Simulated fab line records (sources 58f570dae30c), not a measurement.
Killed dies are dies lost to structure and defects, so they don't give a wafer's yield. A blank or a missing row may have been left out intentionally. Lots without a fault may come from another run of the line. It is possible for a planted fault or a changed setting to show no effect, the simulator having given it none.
fab line records	flow berkeleyCmos170	part 1 of 2: steps 1 to 25 of 35
record: lots: 5	wafers: 15	lastDay: 11
route steps=331 shown NSD@189 BACKSIDE@199 SDANNEAL@204 PSD@206 PLDD@208 NLDD@209 SILICIDE@210 CONTACT@216
lots that met no fault: from a run of the same line without faults
startH: hours from the record's opening day to when the first of the lot's shown wafers began	waitH: hours elapsed since this lot's preceding step	" same as the row above	L1.1+2: a single row standing in for several wafers	- no value present, or no start provided	* or withheld: withheld	< > ~ a bound
route shown NAME@n: names a module that has steps shown in the file, with the first one's number in the route	usual: average and standard deviation across the fault-free wafers	same: alike in all rows	chamber/n: place in a boat	sites: the reading at each site	_std_site: standard deviation across them	_edge_site: outer sites' mean less inner sites'	radiusMm: how far each site lies from the wafer's centre	mask NAME#n: copy n	behind: tool/chamber where the wafer was last shaped	hold: cause of the lot's hold/its duration in hours/its outcome	device: transistor that didn't switch, given as n, p or np	end of line: at the end of the route, the tests of the same wafers	a step with no rows: only its recipe	killed: count of dies lost to structure and defects at first sort (not the wafer's yield)	map: shows each die of a wafer: x if killed, . if not, _ if none is there
set.NAME: the run value of the setting; set.NAME@STEP: its run value at that earlier step	model.NAME: the simulator's own value behind a step, which no gauge read
lots at selected steps of the route; one table per step, one row per wafer
services: the hour from which a tool's chamber was out of use, counted from the record's first day as startH (under 0 if before that day), plus the number of hours and why
== steps ==
step: UCB170_NSD_SOFTBAKE_02
recipe: resist: KrF	tempC: 130	timeS: 60
usual: chillPlateTempC: 23.02/0.11	exhaustPa: 45.0/0.88
lot.wafer	tool	chamber	startH	waitH	chillPlateTempC	exhaustPa
L076.2	lithoTrack-02	0	143.53	0.1	22.99	44.8
L076.3	"	0	"	"	22.91	44.4
L076.4	"	0	"	"	23.07	45.0
L079.1	lithoTrack-02	0	155.70	0.1	23.07	43.9
L079.5	"	0	"	"	23.09	45.2
L079.6	"	0	"	"	23.08	45.5
L084.2	lithoTrack-04	0	188.21	0.1	23.13	44.4
L084.3	"	0	"	"	23.13	43.9
L084.4	"	0	"	"	23.05	44.3
L087.1	lithoTrack-04	0	200.13	0.1	23.20	44.2
L087.2	"	0	"	"	23.06	43.7
L087.3	"	0	"	"	23.10	45.2
L093.2	lithoTrack-02	0	229.34	0.1	23.01	45.9
L093.3	"	0	"	"	22.87	46.3
L093.4	"	0	"	"	22.99	46.9
step: UCB170_NSD_EXPOSE_03
recipe: maskId: NSELECT_MOD	na: 0.5	sigmaOuter: 0.6	sourceShape: conventional	targetCdNm: 1200	doseMj: 30
lot.wafer	tool	chamber	startH	waitH	mask
L076.2+3+4	krfScanner-02	0	143.76	0.2	NSELECT_MOD#0
L079.1+5+6	krfScanner-02	0	155.85	0.1	NSELECT_MOD#0
L084.2+3+4	krfScanner-02	0	188.84	0.6	NSELECT_MOD#0
L087.1+2+3	krfScanner-02	0	200.28	0.1	NSELECT_MOD#0
L093.2+3+4	krfScanner-01	0	229.83	0.5	NSELECT_MOD#0
step: UCB170_NSD_PEB_04
recipe: pebTempC: 130	pebTimeS: withheld	resist: KrF
usual: chillPlateTempC: 22.99/0.14	exhaustPa: 45.0/1
lot.wafer	tool	chamber	startH	waitH	chillPlateTempC	exhaustPa
L076.2	lithoTrack-02	0	143.95	0.2	23.03	44.5
L076.3	"	0	"	"	23.04	45.5
L076.4	"	0	"	"	23.02	43.6
L079.1	lithoTrack-02	0	156.30	0.4	22.98	45.4
L079.5	"	0	"	"	22.97	45.9
L079.6	"	0	"	"	23.13	45.2
L084.2	lithoTrack-04	0	188.96	0.1	22.99	43.9
L084.3	"	0	"	"	22.85	45.8
L084.4	"	0	"	"	23.06	43.6
L087.1	lithoTrack-02	0	200.45	0.1	22.95	44.4
L087.2	"	0	"	"	23.14	44.5
L087.3	"	0	"	"	22.79	44.6
L093.2	lithoTrack-02	0	230.04	0.2	23.12	45.5
L093.3	"	0	"	"	23.04	46.3
L093.4	"	0	"	"	23.14	47.0
step: UCB170_NSD_DEVELOP_05
recipe: developer: TMAH	developTimeS: 45	resist: KrF	devTempC: 21
usual: chillPlateTempC: 22.98/0.1	exhaustPa: 45.0/0.86
lot.wafer	tool	chamber	startH	waitH	chillPlateTempC	exhaustPa
L076.2	lithoTrack-02	0	-	-	22.88	45.5
L076.3	"	0	"	"	23.02	46.8
L076.4	"	0	"	"	22.95	44.4
L079.1	lithoTrack-02	0	-	-	22.87	42.8
L079.5	"	0	"	"	22.91	44.6
L079.6	"	0	"	"	22.97	45.0
L084.2	lithoTrack-04	0	-	-	22.79	44.2
L084.3	"	0	"	"	22.98	45.7
L084.4	"	0	"	"	22.74	44.6
L087.1	lithoTrack-02	0	-	-	22.93	45.0
L087.2	"	0	"	"	23.05	44.1
L087.3	"	0	"	"	23.12	46.2
L093.2	lithoTrack-02	0	-	-	22.77	44.4
L093.3	"	0	"	"	22.95	44.9
L093.4	"	0	"	"	22.81	45.4
step: UCB170_NSD_CD_MEAS_06
recipe: targetCdNm: 1200
usual: cdNm: 1199.9/1.4
lot.wafer	tool	chamber	startH	waitH	cdNm
L076.2	cdSem-02	-	144.22	-	1198.9
L076.3	"	-	"	"	1201.3
L076.4	"	-	"	"	1199.4
L079.1	cdSem-01	-	156.57	-	1202.4
L079.5	"	-	"	"	1203.4
L079.6	"	-	"	"	1202.4
L084.2	cdSem-01	-	189.23	-	1201.0
L084.3	"	-	"	"	1199.8
L084.4	"	-	"	"	1200.8
L087.1	cdSem-01	-	200.75	-	1199.8
L087.2	"	-	"	"	1200.0
L087.3	"	-	"	"	1200.7
L093.2	cdSem-02	-	230.33	-	1199.8
L093.3	"	-	"	"	1202.0
L093.4	"	-	"	"	1201.5
step: UCB170_NSD_OVL_MEAS_07
usual: NSD_OVL: 0/5.1
lot.wafer	tool	chamber	startH	waitH	NSD_OVL[nm]
L076.2	overlay-02	-	144.33	0.1	-5
L076.3	"	-	"	"	-2
L076.4	"	-	"	"	-2
L079.1	overlay-01	-	156.69	0.1	-2
L079.5	"	-	"	"	-4
L079.6	"	-	"	"	4
L084.2	overlay-02	-	189.34	0.1	-2
L084.3	"	-	"	"	4
L084.4	"	-	"	"	6
L087.1	overlay-01	-	200.87	0.1	3
L087.2	"	-	"	"	2
L087.3	"	-	"	"	-1
L093.2	overlay-01	-	230.44	0.1	-16
L093.3	"	-	"	"	-7
L093.4	"	-	"	"	-12
step: UCB170_NSD_IMPLANT_08
recipe: species: P	doseCm2: 3e+15	energyKev: 40	tiltDeg: 7
usual: endStationPressureTorr: 1.26e-05/6.5e-07
same: implantIonAmu: 31
lot.wafer	tool	chamber	startH	waitH	endStationPressureTorr
L076.2	implanter-01	0	144.38	0.0	1.27e-05
L076.3	"	0	"	"	1.19e-05
L076.4	"	0	"	"	1.26e-05
L079.1	implanter-02	0	156.73	0.0	1.17e-05
L079.5	"	0	"	"	1.24e-05
L079.6	"	0	"	"	1.28e-05
L084.2	implanter-01	0	189.39	0.0	1.28e-05
L084.3	"	0	"	"	1.23e-05
L084.4	"	0	"	"	1.32e-05
L087.1	implanter-01	0	200.91	0.0	1.2e-05
L087.2	"	0	"	"	1.22e-05
L087.3	"	0	"	"	1.4e-05
L093.2	implanter-01	0	230.49	0.0	1.2e-05
L093.3	"	0	"	"	1.29e-05
L093.4	"	0	"	"	1.37e-05
step: UCB170_NSD_STRIP_09
recipe: chemistry: O2	powerW: 400	pressureMtorr: 3500	platenTempC: withheld	o2FlowSccm: 400	overashFraction: 0.5
usual: drypumpMotorCurrentA: 5.78/0.23	oesProductAu: 0.534/0.0044	stripTimeToEndpointS: 35.84/0.11
lot.wafer	tool	chamber	startH	waitH	drypumpMotorCurrentA	oesProductAu	rfHoursCounterH	stripTimeToEndpointS
L076.2	plasmaAsher-04	0	144.51	0.1	5.86	0.531	35	35.91
L076.3	"	0	"	"	5.87	0.548	-	35.91
L076.4	"	1	"	"	6.07	0.531	-	35.98
L079.1	plasmaAsher-01	1	156.88	0.1	5.42	0.534	46	35.98
L079.5	"	1	"	"	5.44	0.532	-	35.91
L079.6	"	0	"	"	5.58	0.532	-	36.00
L084.2	plasmaAsher-04	1	189.52	0.1	6.10	0.540	39	35.84
L084.3	"	0	"	"	5.86	0.533	-	35.76
L084.4	"	1	"	"	6.09	0.538	-	35.88
L087.1	plasmaAsher-04	0	201.06	0.1	5.89	0.523	41	35.96
L087.2	"	1	"	"	6.10	0.530	41	35.96
L087.3	"	1	"	"	6.15	0.529	-	36.08
L093.2	plasmaAsher-04	1	230.62	0.1	6.10	0.534	44	35.84
L093.3	"	1	"	"	6.08	0.527	-	35.85
L093.4	"	0	"	"	5.88	0.537	-	35.88
step: UCB170_NSD_TW_MEAS_10
usual: NSD_TW: 4210/30
lot.wafer	tool	chamber	startH	waitH	NSD_TW
L076.2	filmMetro-03	-	144.62	0.1	4175
L076.3	"	-	"	"	4164
L076.4	"	-	"	"	4152
L079.1	filmMetro-04	-	156.98	0.1	4259
L079.5	"	-	"	"	4231
L079.6	"	-	"	"	4228
L084.2	filmMetro-02	-	189.63	0.1	4239
L084.3	"	-	"	"	4222
L084.4	"	-	"	"	4223
L087.1	filmMetro-04	-	201.16	0.1	4260
L087.2	"	-	"	"	4253
L087.3	"	-	"	"	4244
L093.2	filmMetro-02	-	230.73	0.1	4241
L093.3	"	-	"	"	4244
L093.4	"	-	"	"	4216
step: UCB170_NSD_CLEAN_11
recipe: chemistry: SPM	tempC: 120	timeS: 600
lot.wafer	tool	chamber	startH	waitH
L076.2+3+4	wetBench-03	3	144.75	0.1
L079.1+5+6	wetBench-01	3	157.10	0.1
L084.2+3+4	wetBench-02	2	189.69	0.0
L087.1+2+3	wetBench-01	1	202.23	1.1
L093.2+3+4	wetBench-01	2	230.83	0.1
step: UCB170_BACKSIDE_HMDS_00
recipe: primeTimeS: 60	primeTempC: 100
usual: chillPlateTempC: 23.04/0.096	exhaustPa: 44.8/0.87
lot.wafer	tool	chamber	startH	waitH	chillPlateTempC	exhaustPa
L076.2	lithoTrack-03	0	144.95	0.0	22.98	46.4
L076.3	"	0	"	"	23.13	45.1
L076.4	"	0	"	"	22.95	45.7
L079.1	lithoTrack-02	0	157.55	0.3	23.05	46.5
L079.5	"	0	"	"	23.16	44.7
L079.6	"	0	"	"	23.20	45.2
L084.2	lithoTrack-03	0	190.34	0.3	23.12	44.0
L084.3	"	0	"	"	23.12	46.6
L084.4	"	0	"	"	23.11	45.0
L087.1	lithoTrack-01	0	202.40	0.0	23.02	44.1
L087.2	"	0	"	"	23.00	43.7
L087.3	"	0	"	"	23.14	44.7
L093.2	lithoTrack-02	0	231.49	0.5	22.95	46.6
L093.3	"	0	"	"	23.16	46.3
L093.4	"	0	"	"	22.99	45.2
step: UCB170_BACKSIDE_COAT_01
recipe: resist: KrF	spinRpm: 1500	resistThkNm: 900
usual: chillPlateTempC: 22.99/0.099	dispensePressureKPa: 50.9/0.98	exhaustPa: 44.9/0.93
lot.wafer	tool	chamber	startH	waitH	chillPlateTempC	dispensePressureKPa	exhaustPa
L076.2	lithoTrack-03	0	145.10	0.1	22.98	49.4	45.8
L076.3	"	0	"	"	22.97	49.4	43.4
L076.4	"	0	"	"	22.77	49.4	44.6
L079.1	lithoTrack-02	0	157.70	0.1	22.86	50.9	45.0
L079.5	"	0	"	"	23.00	50.9	44.4
L079.6	"	0	"	"	23.06	50.9	44.6
L084.2	lithoTrack-03	0	190.49	0.1	22.92	49.4	46.0
L084.3	"	0	"	"	22.87	49.4	44.5
L084.4	"	0	"	"	22.80	49.4	44.6
L087.1	lithoTrack-01	0	202.55	0.1	23.07	51.9	46.0
L087.2	"	0	"	"	22.90	51.9	45.5
L087.3	"	0	"	"	22.97	51.9	44.6
L093.2	lithoTrack-02	0	231.64	0.1	23.09	50.8	44.6
L093.3	"	0	"	"	23.04	50.8	44.7
L093.4	"	0	"	"	22.98	50.9	45.0
step: UCB170_BACKSIDE_SOFTBAKE_02
recipe: resist: KrF	tempC: 130	timeS: 60
usual: chillPlateTempC: 22.98/0.091	exhaustPa: 45.1/0.88
lot.wafer	tool	chamber	startH	waitH	chillPlateTempC	exhaustPa
L076.2	lithoTrack-03	0	145.25	0.1	22.91	45.3
L076.3	"	0	"	"	22.84	45.3
L076.4	"	0	"	"	22.77	45.3
L079.1	lithoTrack-02	0	157.85	0.1	22.97	44.6
L079.5	"	0	"	"	23.02	44.8
L079.6	"	0	"	"	23.00	43.6
L084.2	lithoTrack-03	0	190.64	0.1	22.86	44.9
L084.3	"	0	"	"	23.02	45.5
L084.4	"	0	"	"	23.00	45.1
L087.1	lithoTrack-01	0	202.70	0.1	22.95	45.4
L087.2	"	0	"	"	23.03	44.6
L087.3	"	0	"	"	22.93	45.3
L093.2	lithoTrack-02	0	231.79	0.1	22.99	45.3
L093.3	"	0	"	"	22.89	42.7
L093.4	"	0	"	"	22.72	45.1
step: UCB170_BACKSIDE_STRIP_03
recipe: chemistry: O2	powerW: 400	pressureMtorr: 3500	platenTempC: withheld	o2FlowSccm: 400	overashFraction: 0.5
usual: drypumpMotorCurrentA: 5.71/0.26	oesProductAu: 0.734/0.0046	stripTimeToEndpointS: 21.98/0.095
lot.wafer	tool	chamber	startH	waitH	drypumpMotorCurrentA	oesProductAu	rfHoursCounterH	stripTimeToEndpointS
L076.2	plasmaAsher-02	1	145.37	0.1	5.79	0.728	3	22.07
L076.3	"	0	"	"	5.36	0.737	-	22.09
L076.4	"	1	"	"	5.80	0.740	-	22.06
L079.1	plasmaAsher-02	0	158.00	0.1	5.35	0.728	5	22.14
L079.5	"	1	"	"	5.84	0.727	-	22.05
L079.6	"	0	"	"	5.39	0.729	-	22.11
L084.2	plasmaAsher-01	1	190.77	0.1	5.43	0.740	51	21.95
L084.3	"	0	"	"	5.57	0.744	-	21.97
L084.4	"	1	"	"	5.44	0.745	-	22.02
L087.1	plasmaAsher-02	1	202.85	0.1	5.79	0.737	11	21.83
L087.2	"	0	"	"	5.41	0.736	11	21.87
L087.3	"	0	"	"	5.40	0.734	-	21.82
L093.2	plasmaAsher-04	1	231.93	0.1	6.06	0.725	45	22.09
L093.3	"	1	"	"	6.08	0.728	-	22.07
L093.4	"	0	"	"	5.89	0.739	-	22.01
step: UCB170_BACKSIDE_CLEAN_04
recipe: chemistry: SPM	tempC: 120	timeS: 600
lot.wafer	tool	chamber	startH	waitH
L076.2+3+4	wetBench-04	1	145.47	0.1
L079.1+5+6	wetBench-04	3	158.10	0.1
L084.2+3+4	wetBench-03	1	190.87	0.1
L087.1+2+3	wetBench-04	3	202.95	0.1
L093.2+3+4	wetBench-04	0	232.03	0.1
step: UCB170_SDANNEAL_RTA_00
recipe: tempC: 900	timeS: 10	ambient: N2
usual: lampPowerPct: 22.8/1.9	wafer_temp_C_max: 903.8/0.77
lot.wafer	tool	chamber	startH	waitH	lampPowerPct	wafer_temp_C_max
L076.2	rtpAnneal-01	0	145.67	0.0	21.1	903.4
L076.3	"	0	"	"	21.1	904.3
L076.4	"	0	"	"	21.1	903.0
L079.1	rtpAnneal-02	0	158.27	0.0	24.9	905.0
L079.5	"	0	"	"	24.9	903.8
L079.6	"	0	"	"	24.9	904.5
L084.2	rtpAnneal-01	0	191.05	0.0	21.1	903.6
L084.3	"	0	"	"	21.1	905.7
L084.4	"	0	"	"	21.1	904.9
L087.1	rtpAnneal-02	0	203.13	0.0	24.9	903.0
L087.2	"	0	"	"	24.9	903.3
L087.3	"	0	"	"	24.9	904.4
L093.2	rtpAnneal-02	0	232.24	0.0	24.9	903.8
L093.3	"	0	"	"	24.9	904.1
L093.4	"	0	"	"	24.9	904.3
step: UCB170_SDANNEAL_RTA_01
recipe: tempC: 1050	timeS: 5	ambient: N2
usual: lampPowerPct: 35.3/2.9	wafer_temp_C_max: 1054.2/0.89
lot.wafer	tool	chamber	startH	waitH	lampPowerPct	wafer_temp_C_max
L076.2	rtpAnneal-01	0	145.74	0.1	32.6	1052.6
L076.3	"	0	"	"	32.6	1054.5
L076.4	"	0	"	"	32.6	1052.9
L079.1	rtpAnneal-02	0	158.34	0.1	38.4	1053.6
L079.5	"	0	"	"	38.4	1054.4
L079.6	"	0	"	"	38.4	1053.7
L084.2	rtpAnneal-01	0	191.12	0.1	32.5	1053.9
L084.3	"	0	"	"	32.6	1053.4
L084.4	"	0	"	"	32.6	1054.9
L087.1	rtpAnneal-02	0	203.20	0.1	38.5	1054.6
L087.2	"	0	"	"	38.5	1057.8
L087.3	"	0	"	"	38.5	1054.1
L093.2	rtpAnneal-02	0	232.31	0.1	38.5	1053.2
L093.3	"	0	"	"	38.5	1054.1
L093.4	"	0	"	"	38.5	1054.6
step: UCB170_SDANNEAL_RS_MEAS_02
recipe: thkMeasGauge: four-point-probe
usual: PSD_RS: 75.55/0.3
lot.wafer	tool	chamber	startH	waitH	PSD_RS[ohm/sq]
L076.2	filmMetro-02	-	145.81	0.1	74.92
L076.3	"	-	"	"	75.04
L076.4	"	-	"	"	75.21
L079.1	filmMetro-03	-	158.40	0.0	75.97
L079.5	"	-	"	"	75.64
L079.6	"	-	"	"	76.11
L084.2	filmMetro-02	-	191.19	0.1	75.69
L084.3	"	-	"	"	75.75
L084.4	"	-	"	"	75.97
L087.1	filmMetro-02	-	203.25	0.0	75.08
L087.2	"	-	"	"	75.55
L087.3	"	-	"	"	75.72
L093.2	filmMetro-02	-	232.37	0.1	75.23
L093.3	"	-	"	"	75.42
L093.4	"	-	"	"	75.76
step: UCB170_SDANNEAL_RS_MEAS_03
recipe: thkMeasGauge: four-point-probe
usual: NSD_RS: 37.24/0.11
lot.wafer	tool	chamber	startH	waitH	NSD_RS[ohm/sq]
L076.2	filmMetro-02	-	145.93	0.1	37.15
L076.3	"	-	"	"	37.11
L076.4	"	-	"	"	37.14
L079.1	filmMetro-03	-	158.52	0.1	37.07
L079.5	"	-	"	"	37.06
L079.6	"	-	"	"	37.08
L084.2	filmMetro-02	-	191.31	0.1	37.20
L084.3	"	-	"	"	37.21
L084.4	"	-	"	"	37.23
L087.1	filmMetro-02	-	203.37	0.1	37.09
L087.2	"	-	"	"	37.15
L087.3	"	-	"	"	37.17
L093.2	filmMetro-02	-	232.49	0.1	37.20
L093.3	"	-	"	"	37.22
L093.4	"	-	"	"	37.22
step: UCB170_SDANNEAL_RS_MEAS_04
recipe: thkMeasGauge: four-point-probe
usual: PLDD_RS: 1031/3.3
lot.wafer	tool	chamber	startH	waitH	PLDD_RS[ohm/sq]
L076.2	filmMetro-02	-	146.05	0.1	1029
L076.3	"	-	"	"	1031
L076.4	"	-	"	"	1030
L079.1	filmMetro-03	-	158.64	0.1	1029
L079.5	"	-	"	"	1028
L079.6	"	-	"	"	1031
L084.2	filmMetro-02	-	191.43	0.1	1027
L084.3	"	-	"	"	1026
L084.4	"	-	"	"	1024
L087.1	filmMetro-02	-	203.49	0.1	1033
L087.2	"	-	"	"	1036
L087.3	"	-	"	"	1033
L093.2	filmMetro-02	-	232.61	0.1	1030
L093.3	"	-	"	"	1033
L093.4	"	-	"	"	1031
step: UCB170_SDANNEAL_RS_MEAS_05
recipe: thkMeasGauge: four-point-probe
usual: NLDD_RS: 615.4/1.4
lot.wafer	tool	chamber	startH	waitH	NLDD_RS[ohm/sq]
L076.2	filmMetro-02	-	146.17	0.1	616.7
L076.3	"	-	"	"	616.4
L076.4	"	-	"	"	616.9
L079.1	filmMetro-03	-	158.76	0.1	615.8
L079.5	"	-	"	"	618.0
L079.6	"	-	"	"	616.2
L084.2	filmMetro-02	-	191.55	0.1	614.1
L084.3	"	-	"	"	616.1
L084.4	"	-	"	"	616.5
L087.1	filmMetro-02	-	203.61	0.1	616.1
L087.2	"	-	"	"	615.7
L087.3	"	-	"	"	616.4
L093.2	filmMetro-02	-	232.73	0.1	614.2
L093.3	"	-	"	"	613.9
L093.4	"	-	"	"	613.8
step: UCB170_SILICIDE_PRE_CLEAN_00
recipe: gas: Ar	precleanEtchTimeS: 60
lot.wafer	tool	chamber	startH	waitH
L076.2+3+4	pvdSputter-01	-	146.27	0.1
L079.1+5+6	pvdSputter-01	-	158.88	0.1
L084.2+3+4	pvdSputter-02	-	191.65	0.1
L087.1+2+3	pvdSputter-02	-	203.73	0.1
L093.2+3+4	pvdSputter-03	-	232.83	0.1
step: UCB170_SILICIDE_SPUTTER_01
recipe: material: Ti	targetThkNm: 30	timeS: 25	powerW: 1500	chamberPressurePa: 0.5
usual: chamberPressurePa: 0.5000/0.00087	throttleValvePct: 30.3/0.75
lot.wafer	tool	chamber	startH	waitH	chamberPressurePa	throttleValvePct
L076.2	pvdSputter-01	-	146.34	0.0	0.4982	31.2
L076.3	"	-	"	"	0.4992	30.1
L076.4	"	-	"	"	0.5005	29.8
L079.1	pvdSputter-01	-	158.95	0.0	0.4993	31.1
L079.5	"	-	"	"	0.4993	29.7
L079.6	"	-	"	"	0.4998	30.2
L084.2	pvdSputter-02	-	191.72	0.0	0.4988	29.8
L084.3	"	-	"	"	0.4997	31.0
L084.4	"	-	"	"	0.4995	30.6
L087.1	pvdSputter-02	-	203.80	0.0	0.4995	29.6
L087.2	"	-	"	"	0.5004	29.6
L087.3	"	-	"	"	0.5006	30.2
L093.2	pvdSputter-03	-	232.90	0.0	0.4986	28.6
L093.3	"	-	"	"	0.4998	31.7
L093.4	"	-	"	"	0.5007	30.3
step: UCB170_SILICIDE_RS_MEAS_02
recipe: thkMeasGauge: four-point-probe	reads: Ti_of_SILICIDE_SPUTTER_01
usual: SILICIDE_TI_RS: 26.0/0.41
lot.wafer	tool	chamber	startH	waitH	SILICIDE_TI_RS[ohm/sq]
L076.2	filmMetro-01	-	146.39	0.0	26.3
L076.3	"	-	"	"	26.1
L076.4	"	-	"	"	26.3
L079.1	filmMetro-02	-	158.98	0.0	26.0
L079.5	"	-	"	"	25.9
L079.6	"	-	"	"	26.3
L084.2	filmMetro-01	-	191.77	0.0	25.4
L084.3	"	-	"	"	26.1
L084.4	"	-	"	"	25.5
L087.1	filmMetro-04	-	203.83	0.0	26.5
L087.2	"	-	"	"	26.4
L087.3	"	-	"	"	26.7
L093.2	filmMetro-02	-	232.95	0.0	25.9
L093.3	"	-	"	"	26.2
L093.4	"	-	"	"	26.0
step: UCB170_SILICIDE_THK_MEAS_03
recipe: thkMeasGauge: xrf	reads: Ti_of_SILICIDE_SPUTTER_01
usual: SILICIDE_TI_THK: 30.9/0.41
lot.wafer	tool	chamber	startH	waitH	SILICIDE_TI_THK[nm]
L076.2	filmMetro-01	-	146.50	0.1	30.5
L076.3	"	-	"	"	30.9
L076.4	"	-	"	"	30.6
L079.1	filmMetro-02	-	159.10	0.1	31.0
L079.5	"	-	"	"	31.1
L079.6	"	-	"	"	30.7
L084.2	filmMetro-01	-	191.88	0.1	31.5
L084.3	"	-	"	"	30.7
L084.4	"	-	"	"	31.4
L087.1	filmMetro-04	-	203.95	0.1	30.7
L087.2	"	-	"	"	30.7
L087.3	"	-	"	"	30.5
L093.2	filmMetro-02	-	233.06	0.1	31.0
L093.3	"	-	"	"	30.7
L093.4	"	-	"	"	30.8
